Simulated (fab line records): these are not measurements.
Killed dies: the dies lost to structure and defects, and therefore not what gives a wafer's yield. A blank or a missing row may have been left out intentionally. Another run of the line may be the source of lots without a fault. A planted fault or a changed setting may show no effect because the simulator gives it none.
fab line records | flow berkeleyCmos170 | part 1 of 2: steps 1 to 28 of 41
record lots=5 | wafers=15 | lastDay=13
route steps=331 shown PVT@120 GATE@125 FIELD@126 PLDD@145 NLDD@158
lots that met no fault: from a run of the same line without faults
startH: hours from the record's first day to the start of the lot's first wafer shown | waitH: hours since the lot's step before | " same as the row above | L1.1+2: a single row standing in for several wafers | - value missing, or start not given | * or withheld: withheld | < > ~ a bound
route shown NAME@n: a module of which the file shows steps, and the number in the route of the first | usual: mean/standard deviation of fault-free wafers | same: alike in all rows | chamber/n: place in a boat | sites: per-site readings | _std_site: how widely they spread, as a standard deviation | _edge_site: inner sites' mean taken away from outer sites' mean | radiusMm: how far each site lies from the wafer's centre | mask NAME#n: copy n | behind: tool/chamber where the wafer was last shaped | hold: the reason the lot was held/the length of the hold in hours/how it ended | device: names the non-switching transistor (n, p or np) | end of line: at the end of the route, the tests of the same wafers | for a step that has no rows: nothing shown but its recipe | killed: count of dies lost to structure and defects at first sort (not the wafer's yield) | map: the dies of a wafer, with x for killed, . for not killed, _ for no die there
set.NAME: the setting as run; set.NAME@STEP: as run at that earlier step | model.NAME: the simulator's own value behind a step, which no gauge read
a table for each step, a row for each wafer; lots at some steps of the route
services: when a tool's chamber went out of use (startH, in hours from the record's first day, below 0 if earlier), for how many hours, and the reason
## steps
# step UCB170_PVT_DEVELOP_05
# recipe developer=TMAH | developTimeS=45 | resist=KrF | devTempC=21
lot.wafer  | tool          | chamber | startH | waitH
L078.1+4+6 | lithoTrack-03 | 0       | -      | -
L088.1+3+5 | lithoTrack-01 | 0       | -      | -
L092.1+2+6 | lithoTrack-02 | 0       | -      | -
L093.1+4+6 | lithoTrack-02 | 0       | -      | -
L096.1+4+6 | lithoTrack-02 | 0       | -      | -
# step UCB170_PVT_OVL_MEAS_06
# usual PVT_OVL=1/5.3
lot.wafer | tool       | chamber | startH | waitH | PVT_OVL[nm]
L078.1    | overlay-02 | -       | 153.18 | -     | -9
L078.4    | "          | -       | "      | "     | -1
L078.6    | "          | -       | "      | "     | -4
L088.1    | overlay-01 | -       | 214.77 | -     | 6
L088.3    | "          | -       | "      | "     | 4
L088.5    | "          | -       | "      | "     | 3
L092.1    | overlay-01 | -       | 240.15 | -     | -3
L092.2    | "          | -       | "      | "     | -3
L092.6    | "          | -       | "      | "     | -7
L093.1    | overlay-01 | -       | 252.79 | -     | -3
L093.4    | "          | -       | "      | "     | -6
L093.6    | "          | -       | "      | "     | -4
L096.1    | overlay-02 | -       | 261.05 | -     | -2
L096.4    | "          | -       | "      | "     | 5
L096.6    | "          | -       | "      | "     | -5
# step UCB170_PVT_IMPLANT_07
# recipe species=P | doseCm2=2e+12 | energyKev=30 | tiltDeg=7
lot.wafer  | tool         | chamber | startH | waitH
L078.1+4+6 | implanter-03 | 0       | 153.22 | 0.0
L088.1+3+5 | implanter-03 | 0       | 214.80 | 0.0
L092.1+2+6 | implanter-03 | 0       | 240.19 | 0.0
L093.1+4+6 | implanter-02 | 0       | 252.83 | 0.0
L096.1+4+6 | implanter-04 | 0       | 261.09 | 0.0
# step UCB170_PVT_STRIP_08
# recipe chemistry=O2 | powerW=400 | pressureMtorr=3500 | platenTempC=withheld | o2FlowSccm=400 | overashFraction=0.5
# usual drypumpMotorCurrentA=5.8/0.49 | oesProductAu=0.735/0.0045 | stripTimeToEndpointS=21.67/0.067
lot.wafer | tool           | chamber | startH | waitH | drypumpMotorCurrentA | oesProductAu | rfHoursCounterH | stripTimeToEndpointS
L078.1    | plasmaAsher-04 | 0       | 153.37 | 0.1   | 6.4                  | 0.738        | 5               | 21.60
L078.4    | "              | 0       | "      | "     | 6.4                  | 0.730        | -               | 21.63
L078.6    | "              | 1       | "      | "     | 5.9                  | 0.734        | -               | 21.64
L088.1    | plasmaAsher-03 | 0       | 214.95 | 0.1   | 4.9                  | 0.732        | 55              | 21.60
L088.3    | "              | 0       | "      | "     | 4.9                  | 0.739        | -               | 21.65
L088.5    | "              | 0       | "      | "     | 4.9                  | 0.736        | -               | 21.60
L092.1    | plasmaAsher-03 | 1       | 240.34 | 0.1   | 5.3                  | 0.736        | 57              | 21.58
L092.2    | "              | 0       | "      | "     | 4.9                  | 0.733        | 57              | 21.54
L092.6    | "              | 0       | "      | "     | 4.9                  | 0.739        | -               | 21.58
L093.1    | plasmaAsher-03 | 0       | 252.98 | 0.1   | 4.9                  | 0.735        | 59              | 21.62
L093.4    | "              | 1       | "      | "     | 5.3                  | 0.729        | -               | 21.59
L093.6    | "              | 0       | "      | "     | 4.9                  | 0.738        | -               | 21.67
L096.1    | plasmaAsher-02 | 1       | 261.24 | 0.1   | 5.7                  | 0.736        | 45              | 21.69
L096.4    | "              | 1       | "      | "     | 5.7                  | 0.736        | -               | 21.64
L096.6    | "              | 0       | "      | "     | 6.2                  | 0.731        | -               | 21.61
# step UCB170_PVT_TW_MEAS_09
# usual PVT_TW=506/3.4
lot.wafer | tool         | chamber | startH | waitH | PVT_TW
L078.1    | filmMetro-01 | -       | 153.47 | 0.1   | 507
L078.4    | "            | -       | "      | "     | 510
L078.6    | "            | -       | "      | "     | 507
L088.1    | filmMetro-01 | -       | 215.05 | 0.1   | 508
L088.3    | "            | -       | "      | "     | 507
L088.5    | "            | -       | "      | "     | 506
L092.1    | filmMetro-02 | -       | 240.44 | 0.1   | 505
L092.2    | "            | -       | "      | "     | 503
L092.6    | "            | -       | "      | "     | 506
L093.1    | filmMetro-01 | -       | 253.08 | 0.1   | 512
L093.4    | "            | -       | "      | "     | 513
L093.6    | "            | -       | "      | "     | 512
L096.1    | filmMetro-03 | -       | 261.34 | 0.1   | 505
L096.4    | "            | -       | "      | "     | 507
L096.6    | "            | -       | "      | "     | 504
# step UCB170_GATE_WET_ETCH_00
# recipe chemistry=dHF | dilution=25:1 | target=SiO2 | tempC=25 | timeS=200
lot.wafer  | tool        | chamber | startH | waitH
L078.1+4+6 | wetBench-02 | 3       | 153.53 | 0.1
L088.1+3+5 | wetBench-02 | 2       | 215.11 | 0.1
L092.1+2+6 | wetBench-04 | 2       | 240.50 | 0.1
L093.1+4+6 | wetBench-04 | 1       | 253.49 | 0.4
L096.1+4+6 | wetBench-04 | 1       | 261.40 | 0.1
# step UCB170_FIELD_THK_MEAS_91
# recipe reads=SiO2_of_FIELD_OXIDATION_01
# usual FIELD_OXIDE_LEFT_2_THK=361/11
lot.wafer | tool         | chamber | startH | waitH | FIELD_OXIDE_LEFT_2_THK[nm]
L078.1    | filmMetro-02 | -       | 153.60 | 0.0   | 363
L078.4    | "            | -       | "      | "     | 353
L078.6    | "            | -       | "      | "     | 367
L088.1    | filmMetro-03 | -       | 215.18 | 0.0   | 345
L088.3    | "            | -       | "      | "     | 341
L088.5    | "            | -       | "      | "     | 340
L092.1    | filmMetro-02 | -       | 240.56 | 0.0   | 372
L092.2    | "            | -       | "      | "     | 378
L092.6    | "            | -       | "      | "     | 373
L093.1    | filmMetro-03 | -       | 253.55 | 0.0   | 354
L093.4    | "            | -       | "      | "     | 358
L093.6    | "            | -       | "      | "     | 354
L096.1    | filmMetro-01 | -       | 261.46 | 0.0   | 361
L096.4    | "            | -       | "      | "     | 359
L096.6    | "            | -       | "      | "     | 355
# step UCB170_GATE_OXIDATION_01
# recipe tempC=850 | ambient=O2 | targetThkA=66 | oxTimeS=1800
# usual spikeTcSourceC=871.4/2.4
lot.wafer | tool       | chamber | startH | waitH | spikeTcSourceC
L078.1    | furnace-04 | 0       | 163.10 | 9.5   | 870.0
L078.4    | "          | 0       | "      | "     | 868.3
L078.6    | "          | 0       | "      | "     | 869.6
L088.1    | furnace-01 | 0       | 221.75 | 6.6   | 875.2
L088.3    | "          | 0       | "      | "     | 874.4
L088.5    | "          | 0       | "      | "     | 872.8
L092.1    | furnace-04 | 0       | 245.43 | 4.9   | 870.6
L092.2    | "          | 0       | "      | "     | 868.4
L092.6    | "          | 0       | "      | "     | 870.8
L093.1    | furnace-04 | 0       | 259.27 | 5.7   | 871.1
L093.4    | "          | 0       | "      | "     | 871.7
L093.6    | "          | 0       | "      | "     | 869.3
L096.1    | furnace-02 | 0       | 267.28 | 5.8   | 873.0
L096.4    | "          | 0       | "      | "     | 872.6
L096.6    | "          | 0       | "      | "     | 873.0
# step UCB170_GATE_THK_MEAS_02
# recipe reads=SiO2_of_GATE_OXIDATION_01
# usual GATE_OXIDE_THK=6.62/0.13
lot.wafer | tool         | chamber | startH | waitH | GATE_OXIDE_THK[nm]
L078.1    | filmMetro-03 | -       | 164.64 | 0.0   | 6.48
L078.4    | "            | -       | "      | "     | 6.48
L078.6    | "            | -       | "      | "     | 6.51
L088.1    | filmMetro-04 | -       | 223.25 | 0.0   | 6.96
L088.3    | "            | -       | "      | "     | 7.04
L088.5    | "            | -       | "      | "     | 7.10
L092.1    | filmMetro-03 | -       | 246.94 | 0.0   | 6.58
L092.2    | "            | -       | "      | "     | 6.58
L092.6    | "            | -       | "      | "     | 6.73
L093.1    | filmMetro-02 | -       | 260.77 | 0.0   | 6.68
L093.4    | "            | -       | "      | "     | 6.63
L093.6    | "            | -       | "      | "     | 6.69
L096.1    | filmMetro-04 | -       | 268.83 | 0.0   | 6.56
L096.4    | "            | -       | "      | "     | 6.66
L096.6    | "            | -       | "      | "     | 6.44
# step UCB170_GATE_ANNEAL_03
# recipe tempC=900 | timeS=1800 | ambient=N2
# usual spikeTcSourceC=923.4/2.1
lot.wafer | tool       | chamber | startH | waitH | spikeTcSourceC
L078.1    | furnace-01 | 0       | 170.34 | 5.7   | 924.3
L078.4    | "          | 0       | "      | "     | 924.9
L078.6    | "          | 0       | "      | "     | 925.2
L088.1    | furnace-02 | 0       | 230.54 | 7.3   | 923.4
L088.3    | "          | 0       | "      | "     | 923.4
L088.5    | "          | 0       | "      | "     | 923.1
L092.1    | furnace-01 | 0       | 253.58 | 6.6   | 924.3
L092.2    | "          | 0       | "      | "     | 925.9
L092.6    | "          | 0       | "      | "     | 924.9
L093.1    | furnace-01 | 0       | 265.87 | 5.1   | 923.6
L093.4    | "          | 0       | "      | "     | 924.7
L093.6    | "          | 0       | "      | "     | 925.2
L096.1    | furnace-01 | 0       | 274.05 | 5.2   | 927.3
L096.4    | "          | 0       | "      | "     | 924.2
L096.6    | "          | 0       | "      | "     | 925.0
# step UCB170_GATE_CVD_04
# recipe material=poly-Si | tempC=610 | precursor=SiH4 | timeS=1440 | pressureMtorr=375 | targetThkNm=214 | sih4FlowSccm=120
# usual spikeTcSourceC=633/3.4
lot.wafer | tool     | chamber | startH | waitH | spikeTcSourceC
L078.1    | lpcvd-02 | 1       | 171.84 | 0.0   | 630
L078.4    | "        | 1       | "      | "     | 631
L078.6    | "        | 1       | "      | "     | 631
L088.1    | lpcvd-02 | 1       | 232.12 | 0.1   | 631
L088.3    | "        | 1       | "      | "     | 631
L088.5    | "        | 1       | "      | "     | 630
L092.1    | lpcvd-01 | 1       | 255.08 | 0.0   | 637
L092.2    | "        | 1       | "      | "     | 638
L092.6    | "        | 1       | "      | "     | 637
L093.1    | lpcvd-02 | 1       | 267.37 | 0.0   | 630
L093.4    | "        | 1       | "      | "     | 631
L093.6    | "        | 1       | "      | "     | 631
L096.1    | lpcvd-01 | 1       | 275.55 | 0.0   | 635
L096.4    | "        | 1       | "      | "     | 639
L096.6    | "        | 1       | "      | "     | 638
# step UCB170_GATE_THK_MEAS_05
# recipe reads=poly-Si_of_GATE_CVD_04
# usual GATE_POLY_THK=212.8/2.5
lot.wafer | tool         | chamber | startH | waitH | GATE_POLY_THK[nm]
L078.1    | filmMetro-03 | -       | 173.24 | 0.0   | 210.2
L078.4    | "            | -       | "      | "     | 210.3
L078.6    | "            | -       | "      | "     | 209.4
L088.1    | filmMetro-04 | -       | 233.52 | 0.0   | 214.8
L088.3    | "            | -       | "      | "     | 214.0
L088.5    | "            | -       | "      | "     | 213.4
L092.1    | filmMetro-04 | -       | 256.48 | 0.0   | 208.0
L092.2    | "            | -       | "      | "     | 210.1
L092.6    | "            | -       | "      | "     | 209.2
L093.1    | filmMetro-02 | -       | 268.81 | 0.0   | 214.8
L093.4    | "            | -       | "      | "     | 215.0
L093.6    | "            | -       | "      | "     | 213.2
L096.1    | filmMetro-03 | -       | 276.96 | 0.0   | 210.1
L096.4    | "            | -       | "      | "     | 212.2
L096.6    | "            | -       | "      | "     | 212.7
# step UCB170_GATE_COAT_06
# recipe resist=BARC | tempC=withheld | timeS=withheld | spinRpm=3000 | resistThkNm=withheld
# usual spinSpeedRpm=2999.6/1.8
lot.wafer | tool          | chamber | startH | waitH | spinSpeedRpm
L078.1    | lithoTrack-04 | 0       | 173.30 | 0.1   | 3000.1
L078.4    | "             | 0       | "      | "     | 3000.4
L078.6    | "             | 0       | "      | "     | 2999.2
L088.1    | lithoTrack-04 | 0       | 234.03 | 0.5   | 2999.7
L088.3    | "             | 0       | "      | "     | 2998.8
L088.5    | "             | 0       | "      | "     | 3000.1
L092.1    | lithoTrack-04 | 0       | 256.54 | 0.1   | 3004.4
L092.2    | "             | 0       | "      | "     | 3000.8
L092.6    | "             | 0       | "      | "     | 2999.0
L093.1    | lithoTrack-04 | 0       | 269.15 | 0.3   | 3001.1
L093.4    | "             | 0       | "      | "     | 3000.6
L093.6    | "             | 0       | "      | "     | 3002.2
L096.1    | lithoTrack-02 | 0       | 277.02 | 0.1   | 3001.0
L096.4    | "             | 0       | "      | "     | 2999.7
L096.6    | "             | 0       | "      | "     | 3002.1
# step UCB170_GATE_COAT_07
# recipe resist=KrF | spinRpm=1500 | resistThkNm=900
# usual spinSpeedRpm=1500.0/0.87
lot.wafer | tool          | chamber | startH | waitH | spinSpeedRpm
L078.1    | lithoTrack-04 | 0       | -      | -     | 1499.0
L078.4    | "             | 0       | "      | "     | 1501.3
L078.6    | "             | 0       | "      | "     | 1499.6
L088.1    | lithoTrack-04 | 0       | -      | -     | 1499.1
L088.3    | "             | 0       | "      | "     | 1499.2
L088.5    | "             | 0       | "      | "     | 1499.5
L092.1    | lithoTrack-04 | 0       | -      | -     | 1500.4
L092.2    | "             | 0       | "      | "     | 1499.5
L092.6    | "             | 0       | "      | "     | 1500.3
L093.1    | lithoTrack-04 | 0       | -      | -     | 1499.2
L093.4    | "             | 0       | "      | "     | 1500.0
L093.6    | "             | 0       | "      | "     | 1499.4
L096.1    | lithoTrack-02 | 0       | -      | -     | 1499.6
L096.4    | "             | 0       | "      | "     | 1498.7
L096.6    | "             | 0       | "      | "     | 1500.3
# step UCB170_GATE_SOFTBAKE_08
# recipe resist=KrF | tempC=130 | timeS=60
lot.wafer  | tool          | chamber | startH | waitH
L078.1+4+6 | lithoTrack-04 | 0       | -      | -
L088.1+3+5 | lithoTrack-04 | 0       | -      | -
L092.1+2+6 | lithoTrack-04 | 0       | -      | -
L093.1+4+6 | lithoTrack-04 | 0       | -      | -
L096.1+4+6 | lithoTrack-02 | 0       | -      | -
# step UCB170_GATE_EXPOSE_09
# recipe maskId=POLY | targetCdNm=350 | na=0.5 | sigmaOuter=0.6 | sourceShape=conventional | doseMj=21
# usual reticleTempC=23.02/0.11 | stageVelMmS=500.01/0.22
lot.wafer | tool          | chamber | startH | waitH | mask   | reticleTempC | stageVelMmS
L078.1    | krfScanner-02 | 0       | 173.88 | -     | POLY#0 | 22.86        | 500.26
L078.4    | "             | 0       | "      | "     | POLY#0 | 22.82        | 500.02
L078.6    | "             | 0       | "      | "     | POLY#0 | 22.91        | 500.05
L088.1    | krfScanner-01 | 0       | 234.48 | -     | POLY#0 | 23.13        | 500.02
L088.3    | "             | 0       | "      | "     | POLY#0 | 22.93        | 499.99
L088.5    | "             | 0       | "      | "     | POLY#0 | 23.05        | 500.18
L092.1    | krfScanner-01 | 0       | 257.12 | -     | POLY#0 | 23.05        | 500.37
L092.2    | "             | 0       | "      | "     | POLY#0 | 23.09        | 500.41
L092.6    | "             | 0       | "      | "     | POLY#0 | 23.04        | 500.08
L093.1    | krfScanner-02 | 0       | 269.84 | -     | POLY#0 | 22.84        | 499.90
L093.4    | "             | 0       | "      | "     | POLY#0 | 23.03        | 500.23
L093.6    | "             | 0       | "      | "     | POLY#0 | 23.00        | 500.42
L096.1    | krfScanner-02 | 0       | 277.47 | -     | POLY#0 | 23.01        | 499.54
L096.4    | "             | 0       | "      | "     | POLY#0 | 23.07        | 500.01
L096.6    | "             | 0       | "      | "     | POLY#0 | 23.07        | 499.99
# step UCB170_GATE_PEB_10
# recipe pebTempC=130 | pebTimeS=withheld | resist=KrF
lot.wafer  | tool          | chamber | startH | waitH
L078.1+4+6 | lithoTrack-04 | 0       | 174.00 | 0.1
L088.1+3+5 | lithoTrack-04 | 0       | 234.59 | 0.1
L092.1+2+6 | lithoTrack-02 | 0       | 257.61 | 0.5
L093.1+4+6 | lithoTrack-01 | 0       | 269.96 | 0.1
L096.1+4+6 | lithoTrack-01 | 0       | 277.59 | 0.1
# step UCB170_GATE_DEVELOP_11
# recipe developer=TMAH | developTimeS=45 | resist=KrF | devTempC=21
lot.wafer  | tool          | chamber | startH | waitH
L078.1+4+6 | lithoTrack-04 | 0       | -      | -
L088.1+3+5 | lithoTrack-04 | 0       | -      | -
L092.1+2+6 | lithoTrack-02 | 0       | -      | -
L093.1+4+6 | lithoTrack-01 | 0       | -      | -
L096.1+4+6 | lithoTrack-01 | 0       | -      | -
# step UCB170_GATE_CD_MEAS_12
# recipe targetCdNm=350
# usual cdNm=349.9/1.2
lot.wafer | tool     | chamber | startH | waitH | cdNm
L078.1    | cdSem-01 | -       | 174.27 | -     | 350.5
L078.4    | "        | -       | "      | "     | 349.8
L078.6    | "        | -       | "      | "     | 350.2
L088.1    | cdSem-02 | -       | 234.97 | -     | 348.6
L088.3    | "        | -       | "      | "     | 348.6
L088.5    | "        | -       | "      | "     | 347.8
L092.1    | cdSem-02 | -       | 257.89 | -     | 350.9
L092.2    | "        | -       | "      | "     | 350.6
L092.6    | "        | -       | "      | "     | 351.1
L093.1    | cdSem-02 | -       | 270.23 | -     | 352.1
L093.4    | "        | -       | "      | "     | 351.9
L093.6    | "        | -       | "      | "     | 350.2
L096.1    | cdSem-01 | -       | 277.86 | -     | 348.2
L096.4    | "        | -       | "      | "     | 348.4
L096.6    | "        | -       | "      | "     | 349.1
# step UCB170_GATE_OVL_MEAS_13
# usual GATE_OVL=0/4.9
lot.wafer | tool       | chamber | startH | waitH | GATE_OVL[nm]
L078.1    | overlay-02 | -       | 174.39 | 0.1   | 3
L078.4    | "          | -       | "      | "     | 2
L078.6    | "          | -       | "      | "     | 1
L088.1    | overlay-01 | -       | 235.09 | 0.1   | 1
L088.3    | "          | -       | "      | "     | 4
L088.5    | "          | -       | "      | "     | -5
L092.1    | overlay-01 | -       | 258.01 | 0.1   | -3
L092.2    | "          | -       | "      | "     | -3
L092.6    | "          | -       | "      | "     | -5
L093.1    | overlay-02 | -       | 270.35 | 0.1   | 6
L093.4    | "          | -       | "      | "     | 5
L093.6    | "          | -       | "      | "     | 9
L096.1    | overlay-02 | -       | 277.98 | 0.1   | 6
L096.4    | "          | -       | "      | "     | 0
L096.6    | "          | -       | "      | "     | -1
# step UCB170_GATE_ETCH_14
# recipe chemistry=N2/H2 | targetDepthA=withheld | overetchA=withheld | target=BARC | timeS=withheld | sourceW=500 | biasW=100 | pressureMtorr=30 | n2FlowSccm=100 | h2FlowSccm=200
# usual drypumpMotorCurrentA=5.9/0.43 | oesProductAu=1.000/0.017 | rfFwdPowerW=495.1/1.8 | throttleValvePct=13.32/0.13
lot.wafer | tool       | chamber | startH | waitH | drypumpMotorCurrentA | oesProductAu | rfFwdPowerW | throttleValvePct
L078.1    | rieDiel-01 | 1       | 174.43 | 0.0   | 5.5                  | 1.024        | 493.4       | 13.39
L078.4    | "          | 2       | "      | "     | 5.4                  | 1.008        | 496.5       | 13.35
L078.6    | "          | 1       | "      | "     | 5.4                  | 1.023        | 495.2       | 13.41
L088.1    | rieDiel-02 | 0       | 235.13 | 0.0   | 5.4                  | 1.014        | 491.7       | 13.19
L088.3    | "          | 2       | "      | "     | 6.1                  | 0.985        | 498.6       | 13.12
L088.5    | "          | 1       | "      | "     | 5.8                  | 0.956        | 494.1       | 13.54
L092.1    | rieDiel-04 | 2       | 258.05 | 0.0   | 6.3                  | 1.003        | 494.0       | 13.07
L092.2    | "          | 3       | "      | "     | 6.3                  | 0.996        | 497.1       | 13.37
L092.6    | "          | 0       | "      | "     | 5.8                  | 1.021        | 493.2       | 13.43
L093.1    | rieDiel-01 | 1       | 270.39 | 0.0   | 5.4                  | 1.011        | 495.6       | 13.40
L093.4    | "          | 2       | "      | "     | 5.4                  | 1.011        | 493.4       | 13.36
L093.6    | "          | 1       | "      | "     | 5.4                  | 1.010        | 497.1       | 13.37
L096.1    | rieDiel-02 | 3       | 278.02 | 0.0   | 5.7                  | 1.001        | 499.0       | 13.24
L096.4    | "          | 1       | "      | "     | 5.8                  | 0.964        | 495.5       | 13.54
L096.6    | "          | 2       | "      | "     | 6.1                  | 0.978        | 494.2       | 13.14
# step UCB170_GATE_ETCH_15
# recipe chemistry=HBr/Cl2 | target=poly-Si | stopOn=SiO2 | overEtchFrac=0.3 | icpW=300 | biasW=150 | timeS=56.3 | pressureMtorr=15 | HBr_flow_sccm=150 | Cl2_flow_sccm=50 | targetDepthA=2782
# usual drypumpMotorCurrentA=5.9/0.51 | oesProductAu=0.820/0.012 | rfFwdPowerW=297.2/1.3 | throttleValvePct=26.22/0.21
lot.wafer | tool     | chamber | startH | waitH | drypumpMotorCurrentA | oesProductAu | rfFwdPowerW | rfHoursCounterH | throttleValvePct
L078.1    | rieSi-01 | 2       | 174.47 | -     | 5.9                  | 0.814        | 297.1       | 31              | 26.33
L078.4    | "        | 1       | "      | "     | 6.2                  | 0.803        | 296.2       | 1               | 26.15
L078.6    | "        | 0       | "      | "     | 5.9                  | 0.836        | 297.7       | -               | 26.28
L088.1    | rieSi-01 | 3       | 235.17 | -     | 4.6                  | 0.824        | 294.8       | 1               | 25.99
L088.3    | "        | 2       | "      | "     | 5.9                  | 0.824        | 297.2       | 32              | 26.34
L088.5    | "        | 1       | "      | "     | 6.2                  | 0.813        | 295.4       | -               | 26.16
L092.1    | rieSi-01 | 1       | 258.09 | -     | 6.2                  | 0.805        | 294.6       | 1               | 26.14
L092.2    | "        | 3       | "      | "     | 4.6                  | 0.807        | 295.0       | 1               | 26.00
L092.6    | "        | 2       | "      | "     | 5.9                  | 0.817        | 294.9       | -               | 26.35
L093.1    | rieSi-02 | 2       | 270.43 | -     | 5.8                  | 0.820        | 299.0       | 2               | 26.63
L093.4    | "        | 1       | "      | "     | 6.2                  | 0.832        | 298.7       | 1               | 25.97
L093.6    | "        | 2       | "      | "     | 5.8                  | 0.820        | 296.6       | -               | 26.63
L096.1    | rieSi-01 | 2       | 278.06 | -     | 5.9                  | 0.817        | 296.9       | 32              | 26.36
L096.4    | "        | 0       | "      | "     | 5.8                  | 0.829        | 296.7       | 1               | 26.26
L096.6    | "        | 3       | "      | "     | 4.6                  | 0.817        | 296.4       | -               | 26.00
# step UCB170_GATE_STRIP_16
# recipe chemistry=O2 | powerW=400 | pressureMtorr=3500 | platenTempC=withheld | o2FlowSccm=400 | overashFraction=0.5
# usual drypumpMotorCurrentA=6.1/0.31 | oesProductAu=0.724/0.0048
lot.wafer | tool           | chamber | startH | waitH | drypumpMotorCurrentA | oesProductAu | rfHoursCounterH
L078.1    | plasmaAsher-01 | 0       | 174.52 | 0.0   | 6.4                  | 0.722        | 43
L078.4    | "              | 1       | "      | "     | 5.7                  | 0.728        | -
L078.6    | "              | 1       | "      | "     | 5.6                  | 0.733        | -
L088.1    | plasmaAsher-01 | 1       | 235.22 | 0.0   | 5.6                  | 0.726        | 49
L088.3    | "              | 1       | "      | "     | 5.6                  | 0.719        | -
L088.5    | "              | 0       | "      | "     | 6.4                  | 0.722        | -
L092.1    | plasmaAsher-02 | 1       | 258.14 | 0.0   | 5.7                  | 0.717        | 45
L092.2    | "              | 0       | "      | "     | 6.1                  | 0.726        | 45
L092.6    | "              | 0       | "      | "     | 6.1                  | 0.724        | -
L093.1    | plasmaAsher-04 | 0       | 270.48 | 0.0   | 6.4                  | 0.724        | 15
L093.4    | "              | 1       | "      | "     | 5.9                  | 0.726        | -
L093.6    | "              | 1       | "      | "     | 5.9                  | 0.725        | -
L096.1    | plasmaAsher-02 | 1       | 278.11 | 0.0   | 5.7                  | 0.727        | 47
L096.4    | "              | 0       | "      | "     | 6.1                  | 0.722        | -
L096.6    | "              | 0       | "      | "     | 6.1                  | 0.723        | -
# step UCB170_GATE_CD_MEAS_90
# recipe targetCdNm=350
# usual cdNm=349.7/1.2
lot.wafer | tool     | chamber | startH | waitH | cdNm
L078.1    | cdSem-02 | -       | 174.62 | 0.1   | 350.6
L078.4    | "        | -       | "      | "     | 350.4
L078.6    | "        | -       | "      | "     | 351.0
L088.1    | cdSem-01 | -       | 235.32 | 0.1   | 348.2
L088.3    | "        | -       | "      | "     | 347.5
L088.5    | "        | -       | "      | "     | 347.6
L092.1    | cdSem-02 | -       | 258.29 | 0.1   | 351.2
L092.2    | "        | -       | "      | "     | 349.2
L092.6    | "        | -       | "      | "     | 351.7
L093.1    | cdSem-02 | -       | 270.58 | 0.1   | 351.7
L093.4    | "        | -       | "      | "     | 351.2
L093.6    | "        | -       | "      | "     | 349.9
L096.1    | cdSem-02 | -       | 278.21 | 0.1   | 348.0
L096.4    | "        | -       | "      | "     | 347.4
L096.6    | "        | -       | "      | "     | 348.1
# step UCB170_GATE_CLEAN_17
# recipe chemistry=SPM | tempC=120 | timeS=600
lot.wafer  | tool        | chamber | startH | waitH
L078.1+4+6 | wetBench-02 | 0       | 174.74 | 0.1
L088.1+3+5 | wetBench-03 | 1       | 235.44 | 0.1
L092.1+2+6 | wetBench-03 | 0       | 258.41 | 0.1
L093.1+4+6 | wetBench-02 | 0       | 270.75 | 0.2
L096.1+4+6 | wetBench-02 | 3       | 278.33 | 0.1
# step UCB170_PLDD_HMDS_00
# recipe primeTimeS=60 | primeTempC=100
lot.wafer  | tool          | chamber | startH | waitH
L078.1+4+6 | lithoTrack-04 | 0       | 174.91 | 0.0
L088.1+3+5 | lithoTrack-04 | 0       | 235.89 | 0.3
L092.1+2+6 | lithoTrack-01 | 0       | 258.58 | 0.0
L093.1+4+6 | lithoTrack-01 | 0       | 271.26 | 0.3
L096.1+4+6 | lithoTrack-04 | 0       | 278.50 | 0.0
# step UCB170_PLDD_COAT_01
# recipe resist=KrF | spinRpm=1500 | resistThkNm=900
# usual spinSpeedRpm=1500.0/1.1
lot.wafer | tool          | chamber | startH | waitH | spinSpeedRpm
L078.1    | lithoTrack-04 | 0       | 175.06 | 0.1   | 1499.0
L078.4    | "             | 0       | "      | "     | 1501.2
L078.6    | "             | 0       | "      | "     | 1500.7
L088.1    | lithoTrack-04 | 0       | 236.04 | 0.1   | 1500.6
L088.3    | "             | 0       | "      | "     | 1500.6
L088.5    | "             | 0       | "      | "     | 1499.8
L092.1    | lithoTrack-01 | 0       | 258.73 | 0.1   | 1499.7
L092.2    | "             | 0       | "      | "     | 1499.5
L092.6    | "             | 0       | "      | "     | 1500.5
L093.1    | lithoTrack-01 | 0       | 271.41 | 0.1   | 1500.4
L093.4    | "             | 0       | "      | "     | 1499.7
L093.6    | "             | 0       | "      | "     | 1499.8
L096.1    | lithoTrack-04 | 0       | 278.65 | 0.1   | 1499.7
L096.4    | "             | 0       | "      | "     | 1501.1
L096.6    | "             | 0       | "      | "     | 1500.3
# step UCB170_PLDD_SOFTBAKE_02
# recipe resist=KrF | tempC=130 | timeS=60
lot.wafer  | tool          | chamber | startH | waitH
L078.1+4+6 | lithoTrack-04 | 0       | 175.21 | 0.1
L088.1+3+5 | lithoTrack-04 | 0       | 236.19 | 0.1
L092.1+2+6 | lithoTrack-01 | 0       | 258.88 | 0.1
L093.1+4+6 | lithoTrack-01 | 0       | 271.56 | 0.1
L096.1+4+6 | lithoTrack-04 | 0       | 278.80 | 0.1
